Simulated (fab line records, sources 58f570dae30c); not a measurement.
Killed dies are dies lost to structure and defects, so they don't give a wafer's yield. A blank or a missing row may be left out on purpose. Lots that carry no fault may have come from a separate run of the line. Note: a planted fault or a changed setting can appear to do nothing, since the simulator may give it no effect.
Which tool was responsible? || flow berkeleyCmos170 || 45 wafers sampled from 15 lots at 1 step of a route of 331

WHAT THE GAUGES SHOWED, per wafer
The record holds no reading of a measuring or inspecting step that can be judged against a usual standard deviation.

WHAT TOOL EACH LOT RAN ON (gives the tool, then ch and the chambers of the sampled wafers, and finally the start)
{"lot": "L612", "UCB170_ACTIVE_OXIDATION_02": "furnace-02 ch 0, day 4 07:20"}
{"lot": "L616", "UCB170_ACTIVE_OXIDATION_02": "furnace-02 ch 0, day 5 04:30"}
{"lot": "L617", "UCB170_ACTIVE_OXIDATION_02": "furnace-02 ch 0, day 5 04:30"}
{"lot": "L618", "UCB170_ACTIVE_OXIDATION_02": "furnace-01 ch 0, day 5 13:07"}
{"lot": "L619", "UCB170_ACTIVE_OXIDATION_02": "furnace-04 ch 0, day 5 21:17"}
{"lot": "L621", "UCB170_ACTIVE_OXIDATION_02": "furnace-04 ch 0, day 6 03:08"}
{"lot": "L622", "UCB170_ACTIVE_OXIDATION_02": "furnace-04 ch 0, day 6 03:08"}
{"lot": "L626", "UCB170_ACTIVE_OXIDATION_02": "furnace-04 ch 0, day 7 03:25"}
{"lot": "L628", "UCB170_ACTIVE_OXIDATION_02": "furnace-01, day 7 20:43"}
{"lot": "L629", "UCB170_ACTIVE_OXIDATION_02": "furnace-01, day 8 02:19"}
{"lot": "L630", "UCB170_ACTIVE_OXIDATION_02": "furnace-01, day 8 02:19"}
{"lot": "L632", "UCB170_ACTIVE_OXIDATION_02": "furnace-02 ch 0, day 8 11:37"}
{"lot": "L633", "UCB170_ACTIVE_OXIDATION_02": "furnace-01 ch 0, day 8 18:13"}
{"lot": "L634", "UCB170_ACTIVE_OXIDATION_02": "furnace-01 ch 0, day 8 18:13"}
{"lot": "L635", "UCB170_ACTIVE_OXIDATION_02": "furnace-01 ch 0, day 9 09:16"}
- UCB170_ACTIVE_OXIDATION_02: target thk 26.4 nm, ox time 1260 s.

WHAT THE TOOLS THEMSELVES READ (means of the sampled wafers that have a number; where no wafer has one, the mark that the record gives instead)
UCB170_ACTIVE_OXIDATION_02. Usual: oxTempC 999.9 C, standard deviation 0.45; oxTempCMax 1006.3, standard deviation 1.7.
{"lot": "L612", "tool": "furnace-02", "oxTempC (C)": 999.8, "oxTempCMax": 1006.7, "flag": ""}
{"lot": "L616", "tool": "furnace-02", "oxTempC (C)": 1000.5, "oxTempCMax": 1008.2, "flag": ""}
{"lot": "L617", "tool": "furnace-02", "oxTempC (C)": 999.8, "oxTempCMax": 1006.5, "flag": ""}
{"lot": "L618", "tool": "furnace-01", "oxTempC (C)": 999.9, "oxTempCMax": 1004.6, "flag": ""}
{"lot": "L619", "tool": "furnace-04", "oxTempC (C)": 999.8, "oxTempCMax": 1006.6, "flag": ""}
{"lot": "L621", "tool": "furnace-04", "oxTempC (C)": 999.9, "oxTempCMax": 1006.7, "flag": ""}
{"lot": "L622", "tool": "furnace-04", "oxTempC (C)": 1000.1, "oxTempCMax": 1007.9, "flag": ""}
{"lot": "L626", "tool": "furnace-04", "oxTempC (C)": 999.5, "oxTempCMax": 1005.8, "flag": ""}
{"lot": "L628", "tool": "furnace-01", "oxTempC (C)": "-", "oxTempCMax": "-", "flag": "OFF"}
{"lot": "L629", "tool": "furnace-01", "oxTempC (C)": "-", "oxTempCMax": "-", "flag": "OFF"}
{"lot": "L630", "tool": "furnace-01", "oxTempC (C)": "-", "oxTempCMax": "-", "flag": "OFF"}
{"lot": "L632", "tool": "furnace-02", "oxTempC (C)": 999.7, "oxTempCMax": 1006.6, "flag": ""}
{"lot": "L633", "tool": "furnace-01", "oxTempC (C)": 999.8, "oxTempCMax": 1004.2, "flag": ""}
{"lot": "L634", "tool": "furnace-01", "oxTempC (C)": 999.7, "oxTempCMax": 1003.9, "flag": ""}
{"lot": "L635", "tool": "furnace-01", "oxTempC (C)": 1000.1, "oxTempCMax": 1004.1, "flag": ""}

THE ANSWER, worked out from the rows above alone
Rule: a lot counts as off when the mean over its wafers that have a number is more than 3 standard deviations away from the usual mean. A lot without any number at a reading at which 4 lots or more have one is off too. All remaining lots with rows at the step are treated as sound. The gauges are gone through in route order, then the tools' own readings, and for those a lot's mean is taken as printed above. The first step at which some lot is off is used, and at that step the reading that is off furthest; a lot without a number counts as furthest.
Off, at UCB170_ACTIVE_OXIDATION_02 on oxTempC: L628, L629, L630. Without a number there: L628, L629, L630.
A tool fits if, at that step or a process step before it, it ran every lot that is off, and no sound lot after the first of them. Not one of the candidates tried fits.

WHAT WAS PUT IN BY THE SIMULATOR
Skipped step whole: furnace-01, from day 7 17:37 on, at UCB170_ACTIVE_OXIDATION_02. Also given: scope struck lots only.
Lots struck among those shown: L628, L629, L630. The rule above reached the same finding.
